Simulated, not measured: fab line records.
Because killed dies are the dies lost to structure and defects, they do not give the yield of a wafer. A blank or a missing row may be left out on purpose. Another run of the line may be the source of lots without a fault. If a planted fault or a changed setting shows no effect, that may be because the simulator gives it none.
fab line records	flow ritCmos
record lots=6	wafers=18	lastDay=7
route steps=202 shown CONTACT@172 M1@184
lots that met no fault: taken from a fault-free run of the same line
startH: hours from the record's first day to the start of the lot's first wafer shown	waitH: hours since the lot's step before	" identical to the entry in the row above	L1.1+2: one row covering several wafers at once	- either no value or no given start	* or withheld: withheld	< > ~ a bound
route shown NAME@n: NAME is a module with steps in the file, n the number in the route of the first one	usual: mean/standard deviation taken from wafers without a fault	same: alike in all rows	chamber/n: place in a boat	sites: the reading at each site	_std_site: standard deviation of those values	_edge_site: outer sites' mean less inner sites'	radiusMm: how far each site lies from the wafer's centre	mask NAME#n: copy n	behind: the tool/chamber that last shaped the wafer	hold: what put the lot on hold/how long, in hours/how the hold closed	device: transistor that didn't switch, given as n, p or np	end of line: the tests these same wafers got at the end of their route	for a step that has no rows: nothing shown but its recipe	killed: dies lost to structure and defects at the first sort, not the wafer's yield	map: a wafer's dies, marking killed ones x, the rest . and places with no die _
set.NAME: the run value of the setting; set.NAME@STEP: its run value at that earlier step	model.NAME: the simulator's own value behind a step, which no gauge read
lots at some steps of the route; a table a step, a row a wafer
services: from which hour (startH, from the record's first day; less than 0 if before it) a tool's chamber was out of use, for how many hours, and why
## steps
# step RIT_CONTACT_SOFTBAKE_04
# recipe resist=NOVOLAK	tempC=90	timeS=60
# step RIT_CONTACT_EXPOSE_05
# recipe maskId=M11	na=0.6	sourceShape=conventional	sigmaOuter=0.5	targetCdNm=1000	doseMj=250
# step RIT_CONTACT_PEB_06
# recipe resist=NOVOLAK	tempC=withheld	timeS=withheld
# step RIT_CONTACT_DEVELOP_07
# recipe resist=NOVOLAK	developTimeS=120	devTempC=23
# step RIT_CONTACT_CD_MEAS_08
# recipe targetCdNm=1000
# usual cdNm=999.2/1.9
lot.wafer	tool	chamber	startH	waitH	cdNm
L733.1	cdSem-02	-	50.86	-	1003.4
L733.2	"	-	"	"	998.8
L733.5	"	-	"	"	999.8
L740.2	cdSem-01	-	88.10	-	1000.4
L740.5	"	-	"	"	1000.2
L740.6	"	-	"	"	999.0
L744.1	cdSem-02	-	108.31	-	998.8
L744.2	"	-	"	"	998.4
L744.3	"	-	"	"	999.2
L745.1	cdSem-02	-	114.60	-	998.1
L745.2	"	-	"	"	996.7
L745.6	"	-	"	"	998.3
L749.1	cdSem-02	-	136.82	-	997.9
L749.2	"	-	"	"	999.1
L749.6	"	-	"	"	998.2
L754.1	cdSem-01	-	165.71	-	1000.2
L754.3	"	-	"	"	1000.6
L754.5	"	-	"	"	1000.1
# step RIT_CONTACT_OVL_MEAS_09
# usual CONTACT_OVL=0.6/1.7
lot.wafer	tool	chamber	startH	waitH	CONTACT_OVL[nm]
L733.1	overlay-02	-	50.98	0.1	3.7
L733.2	"	-	"	"	1.7
L733.5	"	-	"	"	0.7
L740.2	overlay-01	-	88.21	0.1	3.1
L740.5	"	-	"	"	-0.5
L740.6	"	-	"	"	0.4
L744.1	overlay-01	-	108.43	0.1	1.4
L744.2	"	-	"	"	0.6
L744.3	"	-	"	"	1.2
L745.1	overlay-01	-	114.72	0.1	-2.5
L745.2	"	-	"	"	0.4
L745.6	"	-	"	"	-1.0
L749.1	overlay-01	-	136.94	0.1	3.1
L749.2	"	-	"	"	4.3
L749.6	"	-	"	"	3.1
L754.1	overlay-01	-	165.83	0.1	-1.8
L754.3	"	-	"	"	0.4
L754.5	"	-	"	"	-1.6
# step RIT_CONTACT_HARDBAKE_10
# recipe resist=NOVOLAK	tempC=140	timeS=60
# step RIT_CONTACT_ETCH_11
# recipe targetDepthA=4800	overEtchFrac=0.2	stopOn=TiSi2	chemistry=CHF3/CF4/Ar	target=SiO2	CHF3_flow_sccm=50	cf4FlowSccm=10	Ar_flow_sccm=100	O2_flow_sccm=5	pressureMtorr=100	rfW=206.7	timeS=320
# usual cf4FlowSccm=10.000/0.029	drypumpMotorCurrentA=5.6/0.38	oesProductAu=1.000/0.015	throttleValvePct=8.85/0.13
# same overEtchFrac=0.2
lot.wafer	tool	chamber	startH	waitH	cf4FlowSccm	drypumpMotorCurrentA	oesProductAu	rfHoursCounterH	throttleValvePct
L733.1	rieDiel-02	3	51.22	0.1	10.000	5.2	1.018	66	8.93
L733.2	"	0	"	"	10.020	4.9	1.006	14	8.79
L733.5	"	2	"	"	9.970	6.1	1.012	-	8.91
L740.2	rieDiel-01	0	88.39	0.1	9.951	5.8	0.963	107	8.62
L740.5	"	1	"	"	10.004	5.9	1.000	-	8.80
L740.6	"	0	"	"	9.991	5.8	0.969	-	8.61
L744.1	rieDiel-01	1	108.62	0.1	10.014	5.9	1.005	98	8.84
L744.2	"	2	"	"	9.978	5.8	0.988	29	8.92
L744.3	"	0	"	"	9.995	5.8	0.960	107	8.64
L745.1	rieDiel-01	1	114.90	0.1	10.024	5.9	1.005	99	8.80
L745.2	"	2	"	"	10.027	5.8	0.985	30	8.93
L745.6	"	2	"	"	9.986	5.8	0.993	-	8.93
L749.1	rieDiel-02	3	137.13	0.1	9.996	5.2	1.021	68	8.93
L749.2	"	2	"	"	10.016	6.1	1.012	60	8.89
L749.6	"	3	"	"	10.010	5.2	1.015	-	8.92
L754.1	rieDiel-03	0	166.02	0.1	10.031	5.8	0.984	33	8.66
L754.3	"	1	"	"	9.989	5.5	1.011	143	9.08
L754.5	"	3	"	"	9.973	5.9	1.002	-	8.74
# step RIT_CONTACT_STRIP_12
# recipe chemistry=O2	timeS=180	resist=NOVOLAK	platenTempC=withheld	powerW=500	pressureMtorr=4000	o2FlowSccm=4000
# usual drypumpMotorCurrentA=5.7/0.54
lot.wafer	tool	chamber	startH	waitH	drypumpMotorCurrentA	rfHoursCounterH
L733.1	plasmaAsher-03	1	51.41	0.1	5.7	26
L733.2	"	0	"	"	6.5	26
L733.5	"	0	"	"	6.5	-
L740.2	plasmaAsher-02	1	88.58	0.1	5.2	46
L740.5	"	0	"	"	5.2	-
L740.6	"	1	"	"	5.2	-
L744.1	plasmaAsher-04	1	108.81	0.1	6.3	48
L744.2	"	0	"	"	5.5	48
L744.3	"	1	"	"	6.3	-
L745.1	plasmaAsher-02	0	115.13	0.1	5.2	50
L745.2	"	1	"	"	5.2	50
L745.6	"	0	"	"	5.2	-
L749.1	plasmaAsher-03	0	137.32	0.1	6.5	36
L749.2	"	1	"	"	5.7	36
L749.6	"	0	"	"	6.5	-
L754.1	plasmaAsher-03	1	166.21	0.1	5.6	39
L754.3	"	0	"	"	6.5	-
L754.5	"	1	"	"	5.7	-
# step RIT_CONTACT_CD_MEAS_90
# recipe targetCdNm=1000
# usual cdNm=999.3/2
lot.wafer	tool	chamber	startH	waitH	cdNm
L733.1	cdSem-01	-	51.59	0.1	1003.1
L733.2	"	-	"	"	999.0
L733.5	"	-	"	"	1000.0
L740.2	cdSem-02	-	88.78	0.1	1001.0
L740.5	"	-	"	"	999.9
L740.6	"	-	"	"	999.5
L744.1	cdSem-01	-	108.99	0.1	998.4
L744.2	"	-	"	"	997.8
L744.3	"	-	"	"	999.7
L745.1	cdSem-01	-	115.31	0.1	997.7
L745.2	"	-	"	"	996.3
L745.6	"	-	"	"	998.1
L749.1	cdSem-01	-	137.50	0.1	998.3
L749.2	"	-	"	"	998.7
L749.6	"	-	"	"	999.0
L754.1	cdSem-01	-	166.39	0.1	999.8
L754.3	"	-	"	"	1001.1
L754.5	"	-	"	"	1000.5
# step RIT_CONTACT_CLEAN_13
# recipe chemistry=SC1	mix=3:3:50	timeS=600	tempC=75
# step RIT_CONTACT_CLEAN_14
# recipe chemistry=SC2	mix=3:3:50	timeS=600	tempC=75	dry=n2Spin
# step RIT_M1_SPUTTER_00
# recipe material=Al	targetThkNm=400	powerW=2000	chamberPressurePa=0.4	gas=Ar	timeS=500	substrateTempC=25
# usual cathodeDcPowerW=1999.9/0.38	throttleValvePct=30.8/1.1
lot.wafer	tool	chamber	startH	waitH	cathodeDcPowerW	throttleValvePct	model.Al_of_M1_SPUTTER_00.thkNm
L733.1	pvdSputter-01	-	52.07	0.0	1999.7	29.8	406.8
L733.2	"	-	"	"	2000.2	32.4	407.5
L733.5	"	-	"	"	1999.7	32.5	406.8
L740.2	pvdSputter-04	-	89.23	0.0	1999.3	31.6	404.4
L740.5	"	-	"	"	1999.4	31.8	398.5
L740.6	"	-	"	"	1999.6	31.8	403.6
L744.1	pvdSputter-04	-	109.46	0.0	1856.5	29.0	368.8
L744.2	"	-	"	"	1999.8	31.7	394.1
L744.3	"	-	"	"	2000.1	31.6	395.5
L745.1	pvdSputter-03	-	115.80	0.0	2000.5	29.7	402.4
L745.2	"	-	"	"	2000.0	29.7	402.5
L745.6	"	-	"	"	2000.1	31.3	402
L749.1	pvdSputter-04	-	137.97	0.0	2000.3	31.8	398.9
L749.2	"	-	"	"	1855.9	29.1	374.5
L749.6	"	-	"	"	1856.2	29.2	373
L754.1	pvdSputter-03	-	166.86	0.0	1999.9	31.3	400.5
L754.3	"	-	"	"	1999.6	30.1	401.5
L754.5	"	-	"	"	2000.4	29.7	404.6
# step RIT_M1_RS_MEAS_01
# recipe thkMeasGauge=four-point-probe	reads=Al_of_M1_SPUTTER_00
# usual M1_AL_RS=0.0734/0.00079
lot.wafer	tool	chamber	startH	waitH	M1_AL_RS[ohm/sq]
L733.1	filmMetro-01	-	52.66	0.3	0.0722
L733.2	"	-	"	"	0.0720
L733.5	"	-	"	"	0.0722
L740.2	filmMetro-01	-	89.54	0.2	0.0726
L740.5	"	-	"	"	0.0736
L740.6	"	-	"	"	0.0728
L744.1	filmMetro-01	-	109.75	0.1	0.0797
L744.2	"	-	"	"	0.0745
L744.3	"	-	"	"	0.0743
L745.1	filmMetro-03	-	116.09	0.1	0.0729
L745.2	"	-	"	"	0.0730
L745.6	"	-	"	"	0.0731
L749.1	filmMetro-03	-	138.26	0.1	0.0736
L749.2	"	-	"	"	0.0786
L749.6	"	-	"	"	0.0789
L754.1	filmMetro-03	-	167.15	0.1	0.0733
L754.3	"	-	"	"	0.0730
L754.5	"	-	"	"	0.0724
# step RIT_M1_THK_MEAS_02
# recipe thkMeasGauge=xrf	reads=Al_of_M1_SPUTTER_00
# usual M1_AL_THK=397/5.2
lot.wafer	tool	chamber	startH	waitH	M1_AL_THK[nm]
L733.1	filmMetro-01	-	52.78	0.1	401
L733.2	"	-	"	"	407
L733.5	"	-	"	"	402
L740.2	filmMetro-01	-	89.65	0.1	401
L740.5	"	-	"	"	395
L740.6	"	-	"	"	403
L744.1	filmMetro-01	-	109.87	0.1	368
L744.2	"	-	"	"	394
L744.3	"	-	"	"	394
L745.1	filmMetro-03	-	116.21	0.1	401
L745.2	"	-	"	"	401
L745.6	"	-	"	"	398
L749.1	filmMetro-03	-	138.38	0.1	396
L749.2	"	-	"	"	371
L749.6	"	-	"	"	370
L754.1	filmMetro-03	-	167.27	0.1	400
L754.3	"	-	"	"	399
L754.5	"	-	"	"	404
# step RIT_M1_HMDS_03
# recipe primeTimeS=60	primeTempC=140
# step RIT_M1_COAT_04
# recipe resist=NOVOLAK	spinRpm=2000	resistThkNm=1322
# step RIT_M1_SOFTBAKE_05
# recipe resist=NOVOLAK	tempC=90	timeS=60
# step RIT_M1_EXPOSE_06
# recipe maskId=M12	na=0.6	sourceShape=conventional	sigmaOuter=0.5	targetCdNm=2600	doseMj=250
# step RIT_M1_PEB_07
# recipe resist=NOVOLAK	tempC=withheld	timeS=withheld
# step RIT_M1_DEVELOP_08
# recipe resist=NOVOLAK	developTimeS=68	devTempC=23
# step RIT_M1_CD_MEAS_09
# recipe targetCdNm=2600
# usual cdNm=2600.4/2
lot.wafer	tool	chamber	startH	waitH	cdNm
L733.1	cdSem-02	-	53.85	-	2598.5
L733.2	"	-	"	"	2599.6
L733.5	"	-	"	"	2602.2
L740.2	cdSem-01	-	90.73	-	2601.6
L740.5	"	-	"	"	2600.5
L740.6	"	-	"	"	2599.5
L744.1	cdSem-01	-	111.15	-	2600.7
L744.2	"	-	"	"	2603.8
L744.3	"	-	"	"	2601.8
L745.1	cdSem-02	-	117.28	-	2599.7
L745.2	"	-	"	"	2599.7
L745.6	"	-	"	"	2598.7
L749.1	cdSem-02	-	139.45	-	2601.6
L749.2	"	-	"	"	2601.0
L749.6	"	-	"	"	2604.0
L754.1	cdSem-02	-	168.33	-	2601.2
L754.3	"	-	"	"	2602.4
L754.5	"	-	"	"	2601.2
# step RIT_M1_OVL_MEAS_10
# usual M1_OVL=-1.0/1.4
lot.wafer	tool	chamber	startH	waitH	M1_OVL[nm]
L733.1	overlay-02	-	53.97	0.1	-1.1
L733.2	"	-	"	"	-1.0
L733.5	"	-	"	"	-0.1
L740.2	overlay-02	-	90.83	0.1	-3.7
L740.5	"	-	"	"	-2.1
L740.6	"	-	"	"	-1.8
L744.1	overlay-02	-	111.27	0.1	-1.4
L744.2	"	-	"	"	0.9
L744.3	"	-	"	"	1.4
L745.1	overlay-02	-	117.40	0.1	-1.3
L745.2	"	-	"	"	-1.7
L745.6	"	-	"	"	-0.7
L749.1	overlay-01	-	139.57	0.1	-1.1
L749.2	"	-	"	"	-2.8
L749.6	"	-	"	"	-3.7
L754.1	overlay-02	-	168.45	0.1	-1.2
L754.3	"	-	"	"	-1.0
L754.5	"	-	"	"	-1.3
# step RIT_M1_HARDBAKE_11
# recipe resist=NOVOLAK	tempC=140	timeS=120
# step RIT_M1_METAL_ETCH_12
# recipe stopOn=SiO2	chemistry=Cl2/BCl3	target=Al	timeS=165	overEtchFrac=0.5	pressureMtorr=100	targetDepthA=6000	rfW=250	Cl2_flow_sccm=60	bcl3FlowSccm=50
# usual bcl3FlowSccm=50.02/0.13	drypumpMotorCurrentA=5.6/0.63	oesProductAu=0.785/0.014	throttleValvePct=8.36/0.094
# same overEtchFrac=0.5
lot.wafer	tool	chamber	startH	waitH	bcl3FlowSccm	drypumpMotorCurrentA	oesProductAu	rfHoursCounterH	throttleValvePct
L733.1	rieMetal-03	1	54.25	0.2	50.28	5.2	0.814	1	8.37
L733.2	"	0	"	"	50.02	5.2	0.786	1	8.34
L733.5	"	1	"	"	50.01	5.2	0.804	-	8.38
L740.2	rieMetal-02	1	91.25	0.2	50.08	4.9	0.802	37	8.46
L740.5	"	0	"	"	50.28	6.5	0.785	-	8.34
L740.6	"	1	"	"	50.11	4.9	0.810	-	8.48
L744.1	rieMetal-04	0	111.55	0.2	49.98	6.4	0.735	3	8.46
L744.2	"	1	"	"	50.11	5.6	0.775	3	8.22
L744.3	"	1	"	"	50.16	5.7	0.782	-	8.19
L745.1	rieMetal-03	1	117.68	0.2	49.96	5.2	0.800	1	8.38
L745.2	"	0	"	"	50.21	5.2	0.777	1	8.33
L745.6	"	0	"	"	50.24	5.2	0.783	-	8.33
L749.1	rieMetal-04	1	139.85	0.2	50.16	5.7	0.783	3	8.19
L749.2	"	0	"	"	50.08	6.5	0.742	3	8.44
L749.6	"	0	"	"	49.86	6.5	0.739	-	8.46
L754.1	rieMetal-04	0	168.74	0.2	49.79	6.4	0.772	4	8.45
L754.3	"	0	"	"	49.86	6.5	0.766	-	8.47
L754.5	"	1	"	"	50.20	5.7	0.791	-	8.20
# step RIT_M1_STRIP_13
# recipe chemistry=nmp	resist=NOVOLAK	tempC=80	timeS=600	dry=n2Spin
# step RIT_M1_PROBE_99
# usual defectLimitedYield=97.6/1.1	killedAtContacts=0.1/0.31	killedAtFrontEnd=6.3/3	killedDies=6.4/3	killedOnRim=1.7/1.3	killedOpen=3/1.9	killedShort=3.4/1.9	sort_bin_3_pad_short=0.1/0.18	sort_bin_5_function=1.4/0.78	sort_bin_6_memory=0.9/0.65	sortNPass=257.6/3	sortYieldPct=97.6/1.1
# same grossDies=264	killed_at_M0_to_M3=0	killed_at_M4_up=0	killedAtBackSide=0	killedAtOther=0
lot.wafer	tool	chamber	startH	waitH	defectLimitedYield[%]	killedAtContacts	killedAtFrontEnd	killedDies	killedOnRim	killedOpen	killedShort	sort_bin_3_pad_short[%]	sort_bin_5_function[%]	sort_bin_6_memory[%]	sortNPass	sortYieldPct[%]	model.etest.m1.rsOhmSq
L733.1	prober-01	-	56.51	0.1	98.1	0	5	5	1	2	3	0	1.5	0.4	259.0	98.1	0.07204
L733.2	prober-01	-	56.56	0.1	96.2	0	10	10	2	6	4	0	1.5	2.3	254.0	96.2	0.07044
L733.5	prober-01	-	56.71	0.2	97.7	0	6	6	0	3	3	0	1.1	1.1	258.0	97.7	0.07132
L740.2	prober-02	-	93.55	0.1	96.2	0	10	10	5	7	3	0	1.1	2.7	254.0	96.2	0.07144
L740.5	prober-02	-	93.70	0.2	98.1	1	4	5	0	4	1	0	1.5	0.4	259.0	98.1	0.07268
L740.6	prober-02	-	93.75	0.2	98.9	0	3	3	0	2	1	0	0.4	0.8	261.0	98.9	0.07201
L744.1	prober-02	-	113.82	0.1	97.0	0	8	8	2	5	3	0.4	1.5	1.1	256.0	97.0	0.07906
L744.2	prober-02	-	113.87	0.1	98.9	0	3	3	2	1	2	0	0.4	0.8	261.0	98.9	0.07412
L744.3	prober-02	-	113.92	0.2	97.7	0	6	6	1	3	3	0	1.5	0.8	258.0	97.7	0.07317
L745.1	prober-01	-	119.93	0.1	95.8	0	11	11	5	5	6	0.4	1.1	2.7	253.0	95.8	0.07194
L745.2	prober-01	-	119.98	0.1	97.3	0	7	7	0	4	3	0	1.5	1.1	257.0	97.3	0.07182
L745.6	prober-01	-	120.18	0.2	95.8	0	11	11	3	3	8	0	1.5	2.7	253.0	95.8	0.07157
L749.1	prober-01	-	142.29	0.1	97.3	0	7	7	1	2	5	0	2.3	0.4	257.0	97.3	0.07273
L749.2	prober-01	-	142.34	0.1	97.7	0	6	6	1	4	2	0	0.8	1.5	258.0	97.7	0.07703
L749.6	prober-01	-	142.54	0.2	97.0	0	8	8	1	6	2	0	2.3	0.8	256.0	97.0	0.07811
L754.1	prober-02	-	170.99	0.1	95.8	0	11	11	1	6	5	0	2.3	1.9	253.0	95.8	0.07299
L754.3	prober-02	-	171.09	0.2	96.6	0	9	9	3	6	3	0	3.0	0.4	255.0	96.6	0.07222
L754.5	prober-02	-	171.19	0.2	98.1	0	5	5	2	1	4	0	0	1.9	259.0	98.1	0.07226
# killed by level:class
L733.1 FOX1:geometricParticle:short=2 FOX2:geometricParticle:open=1 GATE:geometricParticle:short=1 GATE:geometricParticle:open=1
L733.2 GATE:geometricParticle:short=4 GATE:geometricParticle:open=4 REOX:geometricParticle:open=1 SILICIDE:geometricParticle:open=1
L733.5 GATE:geometricParticle:open=2 SILICIDE:geometricParticle:short=2 REOX:geometricParticle:short=1 SPACER:geometricParticle:open=1
L740.2 GATE:geometricParticle:open=4 GATE:geometricParticle:short=2 FOX1:geometricParticle:open=1 REOX:geometricParticle:open=1 REOX:geometricParticle:short=1 SPACER:geometricParticle:open=1
L740.5 GATE:geometricParticle:open=1 REOX:geometricParticle:open=1 SPACER:geometricParticle:open=1 SPACER:geometricParticle:short=1 CONTACT:geometricParticle:open=1
L740.6 FOX1:geometricParticle:open=1 GATE:geometricParticle:open=1 SPACER:geometricParticle:short=1
L744.1 GATE:geometricParticle:open=3 FOX1:geometricParticle:open=2 GATE:geometricParticle:short=1 SPACER:geometricParticle:short=1 SILICIDE:geometricParticle:short=1
L744.2 GATE:geometricParticle:short=2 GATE:geometricParticle:open=1
L744.3 GATE:geometricParticle:open=2 GATE:geometricParticle:short=2 FOX1:geometricParticle:open=1 SILICIDE:geometricParticle:short=1
L745.1 GATE:geometricParticle:open=2 SPACER:geometricParticle:short=2 SILICIDE:geometricParticle:open=2 FOX1:geometricParticle:short=1 FOX1:geometricParticle:open=1 GATE:geometricParticle:short=1 REOX:geometricParticle:short=1 SILICIDE:geometricParticle:short=1
L745.2 GATE:geometricParticle:open=2 FOX1:geometricParticle:open=1 FOX1:geometricParticle:short=1 FOX2:geometricParticle:short=1 GATE:geometricParticle:short=1 SILICIDE:geometricParticle:open=1
L745.6 REOX:geometricParticle:short=5 GATE:geometricParticle:short=3 FOX2:geometricParticle:open=1 REOX:geometricParticle:open=1 SILICIDE:geometricParticle:open=1
L749.1 REOX:geometricParticle:short=2 REOX:geometricParticle:open=2 FOX1:geometricParticle:short=1 GATE:geometricParticle:short=1 SILICIDE:geometricParticle:short=1
L749.2 GATE:geometricParticle:open=3 REOX:geometricParticle:short=2 REOX:geometricParticle:open=1
L749.6 FOX1:geometricParticle:open=2 FOX2:geometricParticle:open=2 FOX2:geometricParticle:short=1 GATE:geometricParticle:short=1 GATE:geometricParticle:open=1 SPACER:geometricParticle:open=1
L754.1 SPACER:geometricParticle:open=3 FOX2:geometricParticle:short=2 REOX:geometricParticle:open=2 SPACER:geometricParticle:short=2 GATE:geometricParticle:short=1 SILICIDE:geometricParticle:open=1
L754.3 SPACER:geometricParticle:open=3 GATE:geometricParticle:short=1 GATE:geometricParticle:open=1 REOX:geometricParticle:short=1 REOX:geometricParticle:open=1 SPACER:geometricParticle:short=1 SILICIDE:geometricParticle:open=1
L754.5 GATE:geometricParticle:short=3 GATE:geometricParticle:open=1 REOX:geometricParticle:short=1
## services
tool	chamber	startH	hours	kind
pvdSputter-01	-	30.46	3.4	repair
rieDiel-02	-	41.06	2.5	repair
plasmaAsher-04	-	57.82	14.6	pm
rieMetal-03	-	59.04	0.5	repair
plasmaAsher-04	-	74.78	2.2	repair
rieMetal-03	-	76.51	2.8	pm
plasmaAsher-02	-	77.73	3.1	repair
rieMetal-02	-	79.63	0.2	repair
pvdSputter-03	-	81.87	1.9	repair
rieDiel-01	2	82.59	5.1	repair
pvdSputter-04	-	100.32	5.5	repair
plasmaAsher-04	-	114.19	2.8	repair
pvdSputter-04	-	118.33	19.5	repair
rieDiel-03	1	118.47	9.9	repair
rieDiel-03	0	125.87	4.4	repair
plasmaAsher-04	-	129.31	4.3	pm
rieMetal-02	-	136.12	20.0	pm
rieMetal-02	0	136.12	20.0	ventCycle
rieMetal-02	1	136.12	20.0	ventCycle
rieDiel-02	1	136.41	-	clean
rieDiel-02	1	136.41	14.1	scheduledDown
rieDiel-02	1	136.41	14.1	ventCycle
rieMetal-02	-	149.01	1.3	repair
rieMetal-02	0	156.12	-	clean
## key
firstSign step=RIT_M1_SPUTTER_00	reading=cathodeDcPowerW	direction=down	sigmas=99+	usual=1999.9	struck=1856.2
effect step=RIT_M1_RS_MEAS_01	reading=M1_AL_RS	direction=up	sigmas=7.3	usual=0.0734	struck=0.0791
effect step=RIT_M1_THK_MEAS_02	reading=M1_AL_THK	direction=down	sigmas=5.3	usual=397	struck=370
effect step=RIT_M1_METAL_ETCH_12	reading=oesProductAu	direction=down	sigmas=3.2	usual=0.785	struck=0.739
modelEffect step=RIT_M1_SPUTTER_00	value=Al_of_M1_SPUTTER_00.thkNm	without=400.9	struck=372.1
modelEffect step=RIT_M1_PROBE_99	value=etest.m1.rsOhmSq	without=0.07246	struck=0.07806
metAt RIT_M1_SPUTTER_00
struckWafers L744.1,L749.2,L749.6
fault kind=processParameterDrift	tool=pvdSputter-04	chamber=-	onsetH=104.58	steps=RIT_M1_SPUTTER_00	channel=powerW	offset=-144.08	shape=step	endH=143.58	stated=2000	scope=struckWafersOnly
